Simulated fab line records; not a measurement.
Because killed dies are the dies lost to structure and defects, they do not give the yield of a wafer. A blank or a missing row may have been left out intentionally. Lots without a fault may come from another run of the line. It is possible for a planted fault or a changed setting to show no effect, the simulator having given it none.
fab line records | flow rit_cmos
record lots=6 | wafers=18 | last_day=7
route steps=202 shown GATE@79 FOX2@80 REOX@98 NLDD@103 PLDD@114 M1@202
lots that met no fault: taken from a fault-free run of the same line
start_h: the number of hours between the record's first day and the start of the first shown wafer of the lot | wait_h: hours from the lot's prior step to this one | " repeats the value in the row above | L1.1+2: one row covering several wafers at once | - no value, or no start was given | * or withheld: withheld | < > ~ a bound
route shown NAME@n: names a module that has steps shown in the file, with the first one's number in the route | usual: mean/standard deviation taken from wafers without a fault | same: alike in all rows | chamber/n: place in a boat | sites: readings site by site | _std_site: how widely they spread, as a standard deviation | _edge_site: inner sites' mean taken away from outer sites' mean | radius_mm: how far each site lies from the wafer's centre | mask NAME#n: copy n | behind: the most recent tool/chamber to have shaped the wafer | hold: cause of the lot's hold/its duration in hours/its outcome | device: transistor that didn't switch, given as n, p or np | end of line: tests run on the same wafers once the route is complete | where a step has no rows: the recipe by itself | killed: at the first sort, the dies lost to defects and structure; wafer yield is something else | map: a wafer's dies, x killed, . not, _ none there
set.NAME: the setting that was run; set.NAME@STEP: the one run at that earlier step | model.NAME: the simulator's own value behind a step, which no gauge read
lots seen at some steps along the route; tables by step, rows by wafer
services: the hour from which a tool's chamber was out of use, counted from the record's first day as start_h (under 0 if before that day), plus the number of hours and why
## steps
# step RIT_GATE_CLEAN_04
# recipe chemistry=dHF | dilution=50:1 | time_s=60 | dry=n2_spin
# step RIT_FOX2_THK_MEAS_91
# recipe reads=SiO2_of_FOX2_OXIDATION_00
# usual FIELD_OXIDE_LEFT_2_THK=258/6.5
lot.wafer | tool          | chamber | start_h | wait_h | FIELD_OXIDE_LEFT_2_THK[nm]
L922.2    | film_metro-02 | -       | 42.77   | 0.0    | 267
L922.3    | "             | -       | "       | "      | 266
L922.5    | "             | -       | "       | "      | 267
L927.1    | film_metro-04 | -       | 71.30   | 0.0    | 253
L927.5    | "             | -       | "       | "      | 248
L927.6    | "             | -       | "       | "      | 249
L933.1    | film_metro-04 | -       | 97.53   | 0.0    | 263
L933.2    | "             | -       | "       | "      | 258
L933.3    | "             | -       | "       | "      | 267
L934.4    | film_metro-01 | -       | 103.90  | 0.0    | 254
L934.5    | "             | -       | "       | "      | 258
L934.6    | "             | -       | "       | "      | 253
L939.3    | film_metro-01 | -       | 127.96  | 0.0    | 263
L939.5    | "             | -       | "       | "      | 256
L939.6    | "             | -       | "       | "      | 263
L942.2    | film_metro-04 | -       | 141.53  | 0.0    | 246
L942.3    | "             | -       | "       | "      | 248
L942.4    | "             | -       | "       | "      | 246
# step RIT_GATE_OXIDATION_05
# recipe temp_c=900 | ambient=O2 | target_thk_a=30 | ox_time_s=270
# step RIT_GATE_ANNEAL_06
# recipe temp_c=900 | time_s=600 | ambient=N2O
# step RIT_GATE_THK_MEAS_07
# recipe reads=SiO2_of_GATE_OXIDATION_05
# usual GATE_OXIDE_THK=3.03/0.07
lot.wafer | tool          | chamber | start_h | wait_h | GATE_OXIDE_THK[nm]
L922.2    | film_metro-02 | -       | 44.15   | 0.0    | 3.13
L922.3    | "             | -       | "       | "      | 3.05
L922.5    | "             | -       | "       | "      | 3.07
L927.1    | film_metro-02 | -       | 73.03   | 0.0    | 3.03
L927.5    | "             | -       | "       | "      | 2.95
L927.6    | "             | -       | "       | "      | 3.06
L933.1    | film_metro-02 | -       | 99.89   | 0.0    | 3.01
L933.2    | "             | -       | "       | "      | 2.99
L933.3    | "             | -       | "       | "      | 3.02
L934.4    | film_metro-04 | -       | 105.28  | 0.0    | 3.04
L934.5    | "             | -       | "       | "      | 3.13
L934.6    | "             | -       | "       | "      | 3.01
L939.3    | film_metro-01 | -       | 129.66  | 0.0    | 2.96
L939.5    | "             | -       | "       | "      | 2.92
L939.6    | "             | -       | "       | "      | 2.95
L942.2    | film_metro-02 | -       | 142.91  | 0.0    | 3.02
L942.3    | "             | -       | "       | "      | 3.03
L942.4    | "             | -       | "       | "      | 3.08
# step RIT_GATE_CVD_08
# recipe material=poly-Si | target_thk_nm=250 | temp_c=610 | precursor=SiH4 | time_s=2220 | pressure_mtorr=300 | sih4_flow_sccm=100
# step RIT_GATE_THK_MEAS_09
# recipe reads=poly-Si_of_GATE_CVD_08
# usual GATE_POLY_THK=251.2/2.1
lot.wafer | tool          | chamber | start_h | wait_h | GATE_POLY_THK[nm]
L922.2    | film_metro-01 | -       | 45.83   | 0.0    | 251.8
L922.3    | "             | -       | "       | "      | 253.8
L922.5    | "             | -       | "       | "      | 250.5
L927.1    | film_metro-01 | -       | 75.98   | 0.0    | 252.0
L927.5    | "             | -       | "       | "      | 248.3
L927.6    | "             | -       | "       | "      | 250.3
L933.1    | film_metro-02 | -       | 101.57  | 0.0    | 252.5
L933.2    | "             | -       | "       | "      | 254.5
L933.3    | "             | -       | "       | "      | 254.5
L934.4    | film_metro-01 | -       | 106.96  | 0.0    | 253.8
L934.5    | "             | -       | "       | "      | 251.0
L934.6    | "             | -       | "       | "      | 251.7
L939.3    | film_metro-02 | -       | 131.33  | 0.0    | 251.4
L939.5    | "             | -       | "       | "      | 249.5
L939.6    | "             | -       | "       | "      | 249.0
L942.2    | film_metro-02 | -       | 147.89  | 0.0    | 249.5
L942.3    | "             | -       | "       | "      | 249.7
L942.4    | "             | -       | "       | "      | 247.0
# step RIT_GATE_HMDS_10
# recipe prime_time_s=60 | prime_temp_c=140
# step RIT_GATE_COAT_11
# recipe resist=NOVOLAK | spin_rpm=4250 | resist_thk_nm=850
# step RIT_GATE_SOFTBAKE_12
# recipe resist=NOVOLAK | temp_c=90 | time_s=61.23
# usual plate_sensor_t_centre_C=90.969/0.012 | plate_sensor_t_edge_C=91.021/0.0093
# same time_s=61.23
lot.wafer | tool           | chamber | start_h | wait_h | plate_sensor_t_centre_C | plate_sensor_t_edge_C
L922.2    | litho_track-03 | 0       | 46.20   | 0.1    | 90.985                  | 91.019
L922.3    | "              | 0       | "       | "      | 90.972                  | 91.012
L922.5    | "              | 0       | "       | "      | 90.957                  | 91.019
L927.1    | litho_track-04 | 0       | 76.34   | 0.1    | 90.963                  | 91.027
L927.5    | "              | 0       | "       | "      | 90.972                  | 91.019
L927.6    | "              | 0       | "       | "      | 90.987                  | 91.016
L933.1    | litho_track-01 | 0       | 102.06  | 0.1    | 90.973                  | 91.037
L933.2    | "              | 0       | "       | "      | 90.956                  | 91.030
L933.3    | "              | 0       | "       | "      | 90.978                  | 91.021
L934.4    | litho_track-01 | 0       | 107.42  | 0.1    | 90.961                  | 91.029
L934.5    | "              | 0       | "       | "      | 90.978                  | 91.034
L934.6    | "              | 0       | "       | "      | 90.982                  | 91.012
L939.3    | litho_track-04 | 0       | 131.72  | 0.1    | 90.985                  | 91.039
L939.5    | "              | 0       | "       | "      | 90.978                  | 91.011
L939.6    | "              | 0       | "       | "      | 90.947                  | 91.036
L942.2    | litho_track-01 | 0       | 148.26  | 0.1    | 90.976                  | 91.036
L942.3    | "              | 0       | "       | "      | 90.974                  | 91.010
L942.4    | "              | 0       | "       | "      | 90.962                  | 91.011
# step RIT_GATE_EXPOSE_13
# recipe mask_id=M6 | na=0.6 | source_shape=conventional | sigma_outer=0.6 | target_cd_nm=150 | dose_mj=380
# step RIT_GATE_PEB_14
# recipe resist=NOVOLAK | temp_c=withheld | time_s=withheld
# step RIT_GATE_DEVELOP_15
# recipe resist=NOVOLAK | develop_time_s=50 | dev_temp_c=23
lot.wafer  | tool           | chamber | start_h | wait_h
L922.2+3+5 | litho_track-03 | 0       | 46      | -
L927.1+5+6 | litho_track-04 | 0       | 76      | -
L933.1+2+3 | litho_track-04 | 0       | 102     | -
L934.4+5+6 | litho_track-04 | 0       | 107     | -
L939.3+5+6 | litho_track-01 | 0       | 132     | -
L942.2+3+4 | litho_track-03 | 0       | 148     | -
# step RIT_GATE_OVL_MEAS_17
# usual GATE_OVL=-1.4/1.2
lot.wafer | tool       | chamber | start_h | wait_h | GATE_OVL[nm]
L922.2    | overlay-02 | -       | 46.86   | 0.1    | -2.8
L922.3    | "          | -       | "       | "      | -2.6
L922.5    | "          | -       | "       | "      | -2.4
L927.1    | overlay-02 | -       | 77.14   | 0.1    | -1.8
L927.5    | "          | -       | "       | "      | -0.4
L927.6    | "          | -       | "       | "      | -0.1
L933.1    | overlay-02 | -       | 102.85  | 0.1    | -2.9
L933.2    | "          | -       | "       | "      | -1.6
L933.3    | "          | -       | "       | "      | -2.0
L934.4    | overlay-01 | -       | 108.15  | 0.1    | -0.1
L934.5    | "          | -       | "       | "      | -0.9
L934.6    | "          | -       | "       | "      | -1.9
L939.3    | overlay-02 | -       | 132.36  | 0.1    | -2.9
L939.5    | "          | -       | "       | "      | -1.8
L939.6    | "          | -       | "       | "      | -0.9
L942.2    | overlay-01 | -       | 149.04  | 0.1    | -1.6
L942.3    | "          | -       | "       | "      | -2.2
L942.4    | "          | -       | "       | "      | -2.7
# step RIT_GATE_HARDBAKE_18
# recipe resist=NOVOLAK | temp_c=140 | time_s=60
# step RIT_GATE_ETCH_19
# recipe chemistry=SF6/CHF3/O2 | time_s=165 | SF6_flow_sccm=30 | CHF3_flow_sccm=30 | O2_flow_sccm=5 | target=poly-Si | pressure_mtorr=40 | rf_w=160 | target_depth_a=3125 | over_etch_frac=0.25 | stop_on=SiO2
# usual drypump_motor_current_A=5.7/0.42 | oes_product_au=0.850/0.013 | throttle_valve_pct=10.26/0.16
# same time_s=165
lot.wafer | tool      | chamber | start_h | wait_h | drypump_motor_current_A | oes_product_au | rf_hours_counter_h | throttle_valve_pct
L922.2    | rie_si-01 | 3       | 47.04   | 0.1    | 5.8                     | 0.845          | 62                 | 10.26
L922.3    | "         | 2       | "       | "      | 5.7                     | 0.879          | 107                | 10.42
L922.5    | "         | 3       | "       | "      | 5.8                     | 0.842          | -                  | 10.25
L927.1    | rie_si-02 | 0       | 77.32   | 0.1    | 5.1                     | 0.842          | 3                  | 10.09
L927.5    | "         | 2       | "       | "      | 5.4                     | 0.848          | -                  | 10.19
L927.6    | "         | 1       | "       | "      | 5.8                     | 0.835          | -                  | 10.43
L933.1    | rie_si-02 | 3       | 103.22  | 0.1    | 5.1                     | 0.855          | 38                 | 10.48
L933.2    | "         | 0       | "       | "      | 5.0                     | 0.849          | 3                  | 10.10
L933.3    | "         | 2       | "       | "      | 5.4                     | 0.854          | 109                | 10.19
L934.4    | rie_si-01 | 2       | 108.32  | 0.1    | 5.7                     | 0.872          | 108                | 10.41
L934.5    | "         | 1       | "       | "      | 5.8                     | 0.866          | -                  | 10.22
L934.6    | "         | 0       | "       | "      | 6.5                     | 0.850          | -                  | 9.99
L939.3    | rie_si-02 | 0       | 132.53  | 0.1    | 5.0                     | 0.839          | 4                  | 10.10
L939.5    | "         | 2       | "       | "      | 5.4                     | 0.841          | -                  | 10.20
L939.6    | "         | 3       | "       | "      | 5.1                     | 0.844          | -                  | 10.50
L942.2    | rie_si-01 | 1       | 149.22  | 0.1    | 5.8                     | 0.860          | 58                 | 10.21
L942.3    | "         | 3       | "       | "      | 5.8                     | 0.837          | 63                 | 10.26
L942.4    | "         | 0       | "       | "      | 6.5                     | 0.841          | 66                 | 9.98
# step RIT_GATE_STRIP_20
# recipe chemistry=O2 | time_s=180 | resist=NOVOLAK | platen_temp_c=withheld | power_w=500 | pressure_mtorr=4000 | o2_flow_sccm=4000
# usual drypump_motor_current_A=5.5/0.37
# same time_s=180
lot.wafer | tool            | chamber | start_h | wait_h | drypump_motor_current_A | rf_hours_counter_h
L922.2    | plasma_asher-04 | 1       | 47.14   | 0.1    | 5.6                     | 29
L922.3    | "               | 1       | "       | "      | 5.6                     | -
L922.5    | "               | 1       | "       | "      | 5.6                     | -
L927.1    | plasma_asher-01 | 0       | 77.43   | 0.1    | 5.6                     | 45
L927.5    | "               | 1       | "       | "      | 5.6                     | -
L927.6    | "               | 0       | "       | "      | 5.6                     | -
L933.1    | plasma_asher-04 | 0       | 103.33  | 0.1    | 5.2                     | 35
L933.2    | "               | 1       | "       | "      | 5.6                     | 35
L933.3    | "               | 1       | "       | "      | 5.6                     | -
L934.4    | plasma_asher-04 | 1       | 108.49  | 0.1    | 5.6                     | -
L934.5    | "               | 1       | "       | "      | 5.6                     | -
L934.6    | "               | 0       | "       | "      | 5.2                     | -
L939.3    | plasma_asher-01 | 1       | 132.70  | 0.1    | 5.6                     | -
L939.5    | "               | 0       | "       | "      | 5.6                     | -
L939.6    | "               | 1       | "       | "      | 5.6                     | -
L942.2    | plasma_asher-02 | 0       | 149.33  | 0.1    | 6.3                     | 3
L942.3    | "               | 1       | "       | "      | 4.9                     | -
L942.4    | "               | 0       | "       | "      | 6.3                     | -
# step RIT_REOX_CLEAN_00
# recipe chemistry=SC1 | mix=3:3:50 | time_s=600 | temp_c=75
# step RIT_REOX_CLEAN_01
# recipe chemistry=dHF | dilution=50:1 | time_s=30
# step RIT_REOX_CLEAN_02
# recipe chemistry=SC2 | mix=3:3:50 | time_s=600 | temp_c=75 | dry=n2_spin
# step RIT_REOX_OXIDATION_03
# recipe temp_c=900 | ambient=O2 | target_thk_a=252 | ox_time_s=5580
# step RIT_REOX_THK_MEAS_04
# recipe reads=SiO2_of_REOX_OXIDATION_03
# usual REOX_OXIDE_THK=25.3/0.52
lot.wafer | tool          | chamber | start_h | wait_h | REOX_OXIDE_THK[nm]
L922.2    | film_metro-04 | -       | 51.73   | 0.0    | 25.9
L922.3    | "             | -       | "       | "      | 25.9
L922.5    | "             | -       | "       | "      | 25.7
L927.1    | film_metro-01 | -       | 80.64   | 0.0    | 25.1
L927.5    | "             | -       | "       | "      | 25.4
L927.6    | "             | -       | "       | "      | 25.8
L933.1    | film_metro-04 | -       | 106.54  | 0.0    | 24.6
L933.2    | "             | -       | "       | "      | 24.8
L933.3    | "             | -       | "       | "      | 24.9
L934.4    | film_metro-04 | -       | 111.67  | 0.0    | 26.3
L934.5    | "             | -       | "       | "      | 26.1
L934.6    | "             | -       | "       | "      | 25.8
L939.3    | film_metro-04 | -       | 135.95  | 0.0    | 24.2
L939.5    | "             | -       | "       | "      | 24.3
L939.6    | "             | -       | "       | "      | 24.5
L942.2    | film_metro-01 | -       | 152.56  | 0.0    | 25.0
L942.3    | "             | -       | "       | "      | 24.7
L942.4    | "             | -       | "       | "      | 25.0
# step RIT_NLDD_HMDS_00
# recipe prime_time_s=60 | prime_temp_c=140
# step RIT_NLDD_COAT_01
# recipe resist=NOVOLAK | spin_rpm=3250 | resist_thk_nm=1000
# step RIT_NLDD_SOFTBAKE_02
# recipe resist=NOVOLAK | temp_c=90.54 | time_s=60
# step RIT_NLDD_EXPOSE_03
# recipe mask_id=M7 | na=0.57 | target_cd_nm=40700 | dose_mj=250
# step RIT_NLDD_PEB_04
# recipe resist=NOVOLAK | temp_c=withheld | time_s=withheld
# step RIT_NLDD_DEVELOP_05
# recipe resist=NOVOLAK | develop_time_s=50 | dev_temp_c=23
# step RIT_NLDD_OVL_MEAS_06
# usual NLDD_OVL=-0.3/1.6
lot.wafer | tool       | chamber | start_h | wait_h | NLDD_OVL[nm]
L922.2    | overlay-01 | -       | 52.79   | -      | -0.4
L922.3    | "          | -       | "       | "      | -1.6
L922.5    | "          | -       | "       | "      | -2.1
L927.1    | overlay-01 | -       | 81.68   | -      | 3.8
L927.5    | "          | -       | "       | "      | 3.0
L927.6    | "          | -       | "       | "      | 1.4
L933.1    | overlay-01 | -       | 107.45  | -      | -2.1
L933.2    | "          | -       | "       | "      | -0.7
L933.3    | "          | -       | "       | "      | -1.8
L934.4    | overlay-01 | -       | 112.57  | -      | -0.5
L934.5    | "          | -       | "       | "      | 0.5
L934.6    | "          | -       | "       | "      | 0.3
L939.3    | overlay-01 | -       | 136.97  | -      | -1.4
L939.5    | "          | -       | "       | "      | -2.7
L939.6    | "          | -       | "       | "      | -2.4
L942.2    | overlay-02 | -       | 153.47  | -      | -1.3
L942.3    | "          | -       | "       | "      | -1.1
L942.4    | "          | -       | "       | "      | -1.7
# step RIT_NLDD_HARDBAKE_07
# recipe resist=NOVOLAK | temp_c=140 | time_s=60
# step RIT_NLDD_IMPLANT_08
# recipe species=P | energy_kev=20 | dose_cm2=4.95e+14 | tilt_deg=7
# step RIT_NLDD_STRIP_09
# recipe chemistry=O2 | time_s=180 | resist=NOVOLAK | platen_temp_c=withheld | power_w=500 | pressure_mtorr=4000 | o2_flow_sccm=4000
# usual drypump_motor_current_A=5.5/0.49
# same time_s=180
lot.wafer | tool            | chamber | start_h | wait_h | drypump_motor_current_A | rf_hours_counter_h
L922.2    | plasma_asher-03 | 0       | 53.12   | 0.1    | 5.2                     | 43
L922.3    | "               | 0       | "       | "      | 5.1                     | -
L922.5    | "               | 0       | "       | "      | 5.2                     | -
L927.1    | plasma_asher-03 | 0       | 82.01   | 0.1    | 5.2                     | 46
L927.5    | "               | 1       | "       | "      | 6.1                     | -
L927.6    | "               | 0       | "       | "      | 5.2                     | -
L933.1    | plasma_asher-02 | 0       | 107.78  | 0.1    | 6.3                     | 40
L933.2    | "               | 1       | "       | "      | 4.9                     | 40
L933.3    | "               | 1       | "       | "      | 4.9                     | -
L934.4    | plasma_asher-03 | 0       | 112.95  | 0.1    | 5.1                     | -
L934.5    | "               | 0       | "       | "      | 5.2                     | -
L934.6    | "               | 1       | "       | "      | 6.0                     | -
L939.3    | plasma_asher-02 | 1       | 137.36  | 0.1    | 4.9                     | -
L939.5    | "               | 1       | "       | "      | 4.9                     | -
L939.6    | "               | 0       | "       | "      | 6.3                     | -
L942.2    | plasma_asher-03 | 0       | 153.80  | 0.1    | 5.1                     | 54
L942.3    | "               | 1       | "       | "      | 6.0                     | -
L942.4    | "               | 0       | "       | "      | 5.2                     | -
# step RIT_NLDD_TW_MEAS_10
# usual NLDD_TW=2484/12
lot.wafer | tool          | chamber | start_h | wait_h | NLDD_TW
L922.2    | film_metro-02 | -       | 53.30   | 0.1    | 2478
L922.3    | "             | -       | "       | "      | 2487
L922.5    | "             | -       | "       | "      | 2483
L927.1    | film_metro-02 | -       | 82.19   | 0.1    | 2498
L927.5    | "             | -       | "       | "      | 2478
L927.6    | "             | -       | "       | "      | 2483
L933.1    | film_metro-02 | -       | 107.96  | 0.1    | 2483
L933.2    | "             | -       | "       | "      | 2478
L933.3    | "             | -       | "       | "      | 2481
L934.4    | film_metro-04 | -       | 113.09  | 0.1    | 2505
L934.5    | "             | -       | "       | "      | 2495
L934.6    | "             | -       | "       | "      | 2506
L939.3    | film_metro-02 | -       | 137.49  | 0.1    | 2479
L939.5    | "             | -       | "       | "      | 2496
L939.6    | "             | -       | "       | "      | 2483
L942.2    | film_metro-02 | -       | 153.98  | 0.1    | 2507
L942.3    | "             | -       | "       | "      | 2509
L942.4    | "             | -       | "       | "      | 2503
# step RIT_PLDD_HMDS_00
# recipe prime_time_s=60 | prime_temp_c=140
# step RIT_PLDD_COAT_01
# recipe resist=NOVOLAK | spin_rpm=3250 | resist_thk_nm=1000
# step RIT_PLDD_SOFTBAKE_02
# recipe resist=NOVOLAK | temp_c=90 | time_s=60
# step RIT_PLDD_EXPOSE_03
# recipe mask_id=M8 | na=0.57 | target_cd_nm=40900 | dose_mj=250
# step RIT_PLDD_PEB_04
# recipe resist=NOVOLAK | temp_c=withheld | time_s=withheld
# step RIT_PLDD_DEVELOP_05
# recipe resist=NOVOLAK | develop_time_s=50 | dev_temp_c=23
# step RIT_PLDD_OVL_MEAS_06
# usual PLDD_OVL=-0.6/1.5
lot.wafer | tool       | chamber | start_h | wait_h | PLDD_OVL[nm]
L922.2    | overlay-01 | -       | 54.39   | -      | 0.8
L922.3    | "          | -       | "       | "      | 0.4
L922.5    | "          | -       | "       | "      | 0.5
L927.1    | overlay-01 | -       | 83.10   | -      | 1.7
L927.5    | "          | -       | "       | "      | 2.8
L927.6    | "          | -       | "       | "      | 1.1
L933.1    | overlay-02 | -       | 108.87  | -      | -0.2
L933.2    | "          | -       | "       | "      | 0.0
L933.3    | "          | -       | "       | "      | -0.2
L934.4    | overlay-02 | -       | 113.99  | -      | -0.6
L934.5    | "          | -       | "       | "      | -2.1
L934.6    | "          | -       | "       | "      | -0.8
L939.3    | overlay-02 | -       | 138.52  | -      | -1.0
L939.5    | "          | -       | "       | "      | -2.1
L939.6    | "          | -       | "       | "      | -1.3
L942.2    | overlay-01 | -       | 155.01  | -      | -3.5
L942.3    | "          | -       | "       | "      | -3.1
L942.4    | "          | -       | "       | "      | -2.5
# step RIT_M1_PROBE_99
lot.wafer | tool      | chamber | start_h | wait_h | model.etest.pmos_0p3.r_on_ohm_um | model.etest.pmos_0p15.r_on_ohm_um | model.etest.pmos_turned.r_on_ohm_um | model.etest.nmos_0p15.r_on_ohm_um | model.etest.nmos_0p3.r_on_ohm_um | model.etest.nmos_0p15.drive_ua_um | model.etest.pmos_0p15.drive_ua_um | model.etest.npoly_line.line_ohm_um
L922.2    | prober-01 | -       | 68.81   | 0.1    | 6529                             | 2861                              | 3585                                | 1198                              | 2245                             | 447.4                             | 246.5                             | 174.4
L922.3    | prober-01 | -       | 68.86   | 0.2    | 6529                             | 2874                              | 3621                                | 1214                              | 2268                             | 443.7                             | 245.2                             | 168.9
L922.5    | prober-01 | -       | 68.96   | 0.2    | 6527                             | 2812                              | 3522                                | 1180                              | 2251                             | 459.9                             | 249.6                             | 178
L927.1    | prober-02 | -       | 96.72   | 0.1    | 6490                             | 2781                              | 3524                                | 1114                              | 2163                             | 483.4                             | 252                               | 172.1
L927.5    | prober-02 | -       | 96.92   | 0.2    | 6232                             | 2710                              | 3436                                | 1082                              | 2086                             | 499.1                             | 264.3                             | 174
L927.6    | prober-02 | -       | 96.97   | 0.2    | 6443                             | 2827                              | 3571                                | 1114                              | 2152                             | 491.6                             | 252.7                             | 175.4
L933.1    | prober-02 | -       | 122.80  | 0.1    | 5950                             | 2359                              | 3022                                | 1043                              | 2057                             | 593.5                             | 323.3                             | 218.3
L933.2    | prober-02 | -       | 122.85  | 0.1    | 5934                             | 2396                              | 3073                                | 1007                              | 2014                             | 571.4                             | 310.1                             | 206.1
L933.3    | prober-02 | -       | 122.90  | 0.2    | 5944                             | 2395                              | 3105                                | 1006                              | 2014                             | 565.9                             | 306.7                             | 207
L934.4    | prober-01 | -       | 128.29  | 0.2    | 6163                             | 2561                              | 3421                                | 1023                              | 2066                             | 541.1                             | 284.7                             | 214.4
L934.5    | prober-01 | -       | 128.34  | 0.2    | 6324                             | 2620                              | 3413                                | 1045                              | 2126                             | 536.1                             | 277.2                             | 214.7
L934.6    | prober-01 | -       | 128.39  | 0.2    | 6176                             | 2543                              | 3304                                | 1025                              | 2087                             | 543.3                             | 284.7                             | 212.7
L939.3    | prober-02 | -       | 152.56  | 0.2    | 6034                             | 2648                              | 3228                                | 1110                              | 2106                             | 479.6                             | 267.9                             | 160.2
L939.5    | prober-02 | -       | 152.66  | 0.2    | 6119                             | 2668                              | 3277                                | 1107                              | 2115                             | 487.1                             | 269.4                             | 166
L939.6    | prober-02 | -       | 152.71  | 0.2    | 6084                             | 2691                              | 3274                                | 1106                              | 2104                             | 480.8                             | 263.3                             | 162.6
L942.2    | prober-01 | -       | 168.79  | 0.1    | 6293                             | 2696                              | 3341                                | 1130                              | 2194                             | 476.8                             | 265                               | 172.4
L942.3    | prober-01 | -       | 168.84  | 0.2    | 6303                             | 2755                              | 3387                                | 1141                              | 2184                             | 458.3                             | 254.8                             | 163.5
L942.4    | prober-01 | -       | 168.89  | 0.2    | 6389                             | 2763                              | 3400                                | 1134                              | 2187                             | 461.8                             | 252                               | 165.1
# killed by level:class
L922.2 FOX2:geometric_particle:short=2 FOX2:geometric_particle:open=2 GATE:geometric_particle:short=1 REOX:geometric_particle:short=1
L922.3 FOX2:geometric_particle:short=1 SPACER:geometric_particle:short=1 SPACER:geometric_particle:open=1
L922.5 GATE:geometric_particle:short=3 REOX:geometric_particle:open=3 REOX:geometric_particle:short=1 SPACER:geometric_particle:short=1
L927.1 GATE:geometric_particle:open=3 GATE:geometric_particle:short=2 FOX1:geometric_particle:open=1 REOX:geometric_particle:open=1 SPACER:geometric_particle:open=1
L927.5 SILICIDE:geometric_particle:open=3 GATE:geometric_particle:short=2 FOX1:geometric_particle:short=1 REOX:geometric_particle:open=1
L927.6 GATE:geometric_particle:open=7 FOX1:geometric_particle:short=3 GATE:geometric_particle:short=3 SILICIDE:geometric_particle:short=2 FOX2:geometric_particle:short=1 REOX:geometric_particle:short=1 REOX:geometric_particle:open=1
L939.3 REOX:geometric_particle:short=3 FOX2:geometric_particle:short=2 FOX2:geometric_particle:open=2 SILICIDE:geometric_particle:open=1
L939.5 REOX:geometric_particle:short=3 GATE:geometric_particle:open=1 REOX:geometric_particle:open=1
L939.6 GATE:geometric_particle:open=3 GATE:geometric_particle:short=2 FOX1:geometric_particle:open=1 FOX2:geometric_particle:short=1 FOX2:geometric_particle:open=1 SPACER:geometric_particle:open=1 SPACER:geometric_particle:short=1
L942.2 GATE:geometric_particle:open=3 SPACER:geometric_particle:open=2 SILICIDE:geometric_particle:short=1
L942.3 GATE:geometric_particle:open=1 GATE:geometric_particle:short=1 REOX:geometric_particle:short=1 SPACER:geometric_particle:open=1
L942.4 GATE:geometric_particle:open=4 FOX2:geometric_particle:open=2 GATE:geometric_particle:short=2 SPACER:geometric_particle:open=2 SPACER:geometric_particle:short=2 FOX1:geometric_particle:short=1 FOX2:geometric_particle:short=1 REOX:geometric_particle:short=1
## services
tool            | chamber | start_h | hours | kind
plasma_asher-01 | -       | 27.66   | 2.8   | pm
plasma_asher-01 | -       | 31.34   | 1.6   | repair
rie_si-02       | 3       | 54.97   | 1.6   | repair
plasma_asher-01 | -       | 83.32   | 14.6  | pm
plasma_asher-02 | -       | 108.75  | 9.0   | pm
plasma_asher-02 | 0       | 108.75  | 9.0   | vent_cycle
plasma_asher-02 | 1       | 108.75  | 9.0   | vent_cycle
plasma_asher-02 | -       | 117.75  | 2.8   | pm
plasma_asher-02 | 0       | 117.75  | -     | clean
plasma_asher-02 | 1       | 117.75  | -     | clean
rie_si-02       | 1       | 146.04  | 6.4   | repair
rie_si-02       | 1       | 152.42  | -     | clean
## key
first_sign none at tools or gauges
model_effect step=RIT_M1_PROBE_99 | value=etest.pmos_0p3.r_on_ohm_um | without=6485 | struck=6082
met_at RIT_GATE_DEVELOP_15
struck_wafers L933.1,L933.2,L933.3,L934.4,L934.5,L934.6
sort_left_out L933.1,L933.2,L933.3,L934.4,L934.5,L934.6
tester_left_out L933,L934
onset_between 76 102
also_fits RIT_GATE_STRIP_20:plasma_asher-04
fault kind=process_parameter_drift | tool=litho_track-04 | chamber=- | onset_h=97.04 | steps=RIT_GATE_DEVELOP_15 | channel=develop_time_s | offset=* | shape=step | end_h=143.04 | acts_in=* | stated=*
# tester_left_out: of these lots the tester's yield and bins aren't shown, on N5 and GAA mostly nor the transistor test; their killed dies are dies lost to structure and defects alone, not to doping, threshold or leakage, so they don't give the yield
# sort_left_out: the simulated sort isn't trusted on such a fault, so these wafers' sort isn't shown, and their yield isn't known
